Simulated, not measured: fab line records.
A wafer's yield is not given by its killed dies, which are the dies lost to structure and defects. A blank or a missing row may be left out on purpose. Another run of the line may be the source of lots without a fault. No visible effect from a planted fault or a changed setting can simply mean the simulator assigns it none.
Lot-split experiment | flow ritCmos | 5 lots, 23 wafers read, on a route of 202 steps

ON THE SPLIT
At RIT_GATE_EXPOSE_13 (exposes mask M6, target cd 150 nm), the setting doseMj was moved away from the recipe's 380 on 8 of the 23 wafers read, by -3.0% to +5.4%. The other wafers ran this setting at the recipe's value.

FROM THE SPLIT TO THE READING: what the file shows between them, 6 steps
- RIT_GATE_PEB_14
- RIT_GATE_DEVELOP_15: develop time 50 s
- RIT_GATE_CD_MEAS_16: target cd 150 nm
- RIT_GATE_HARDBAKE_18: time 60 s
- RIT_GATE_ETCH_19: etches poly-Si in SF6/CHF3/O2, stops on SiO2, time 165 s, target depth 312.5 nm
- RIT_GATE_STRIP_20: strips in O2, time 180 s

THE READING
At RIT_GATE_CD_MEAS_90: cdNm in nanometres, against a target cd of 150 nm. Typical for fault-free wafers on this fab line: 148.7 nm, with standard deviation 2.9 nm.

wafer  | tool, chamber at the split | doseMj as run | against the recipe | cdNm, nm | against lot-mates on the recipe
L074.1 | ilineStepper-01, 0         | 380           | recipe             | 145.1    | -
L074.2 | ilineStepper-01, 0         | 368.5         | -3.0%              | 161.5    | +16.3
L074.3 | ilineStepper-01, 0         | 368.5         | -3.0%              | 161.7    | +16.5
L074.5 | ilineStepper-01, 0         | 380           | recipe             | 145.3    | -
L074.6 | ilineStepper-01, 0         | 368.5         | -3.0%              | 163.8    | +18.6
L076.1 | ilineStepper-02, 0         | 380           | recipe             | 150.5    | -
L076.2 | ilineStepper-02, 0         | 380           | recipe             | 150.3    | -
L076.5 | ilineStepper-02, 0         | 380           | recipe             | 149.5    | -
L078.1 | ilineStepper-02, 0         | 380           | recipe             | 155.6    | -
L078.3 | ilineStepper-02, 0         | 400.4         | +5.4%              | 126.0    | -31.9
L078.4 | ilineStepper-02, 0         | 380           | recipe             | 159.3    | -
L078.5 | ilineStepper-02, 0         | 380           | recipe             | 158.7    | -
L078.6 | ilineStepper-02, 0         | 400.4         | +5.4%              | 127.0    | -30.9
L080.1 | ilineStepper-01, 0         | 380           | recipe             | 149.2    | -
L080.3 | ilineStepper-01, 0         | 380           | recipe             | 145.0    | -
L080.4 | ilineStepper-01, 0         | 380           | recipe             | 144.0    | -
L080.5 | ilineStepper-01, 0         | 380           | recipe             | 144.1    | -
L080.6 | ilineStepper-01, 0         | 380           | recipe             | 144.1    | -
L082.1 | ilineStepper-02, 0         | 380           | recipe             | 140.2    | -
L082.2 | ilineStepper-02, 0         | 397.5         | +4.6%              | 120.2    | -23.6
L082.4 | ilineStepper-02, 0         | 380           | recipe             | 147.5    | -
L082.5 | ilineStepper-02, 0         | 397.5         | +4.6%              | 123.4    | -20.4
L082.6 | ilineStepper-02, 0         | 397.5         | +4.6%              | 119.8    | -24.0

FIT RESULTS
A straight line over all 23 wafers: cdNm changes by -4.94 nm for each +1% of doseMj; r = -0.93; the points scatter about the line by 5.2 nm.
The same after taking each lot's own level away (the mean of its wafers on the recipe; 23 wafers): -5.44 nm for each +1%; r = -0.99; scatter 2.1 nm.
According to that fit, moving doseMj by its largest amount changes the reading by 29 nm.
Measured against the standard deviation above, the lots' own levels, which go from 143.85 to 157.87 nm, span 4.8 times it.
The two slopes are in agreement: the lot-to-lot level therefore moves the slope only a little.
Check: with one of the wafers moved furthest among these (+5.4%) left out of the fit, the line predicts -28.3 nm for it against its lot-mates. Against them it came out at -31.9 nm.

FURTHER SPLITS ON THESE WAFERS
Before the reading, these wafers also passed through other splits. Each is held against what the fit with the lots' levels taken away leaves over:
other split on the same wafers  | wafers away from the commonest value | r with cdNm (lot level and that fit taken away)
RIT_ACTIVE_COAT_06 resistThkNm  | 8                                    | +0.05
RIT_NWELL_COAT_01 resistThkNm   | 10                                   | -0.01
RIT_NWELL_IMPLANT_08 doseCm2    | 8                                    | +0.18
RIT_PWELL_STRIP_09 o2FlowSccm   | 2                                    | -0.10
RIT_PRETRO_IMPLANT_08 energyKev | 6                                    | +0.13
RIT_GATE_COAT_11 resistThkNm    | 8                                    | +0.29

THE WHOLE CHAIN: every reading that the file lists as answering this split, in the file's order
step                | what it does      | reading                                                    | change (the file's fit)              | r (the file's)
RIT_GATE_DEVELOP_15 | develop time 50 s | GATE.cdNm (the simulator's own value, which no gauge read) | -5.47 nm for each +1% of the setting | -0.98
RIT_GATE_CD_MEAS_16 | target cd 150 nm  | cdNm                                                       | -5.43 nm for each +1% of the setting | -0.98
RIT_GATE_CD_MEAS_90 | target cd 150 nm  | cdNm                                                       | -5.49 nm for each +1% of the setting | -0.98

FILE'S OWN FIT
cdNm changes by -5.49 nm for each +1% of doseMj, r = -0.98.
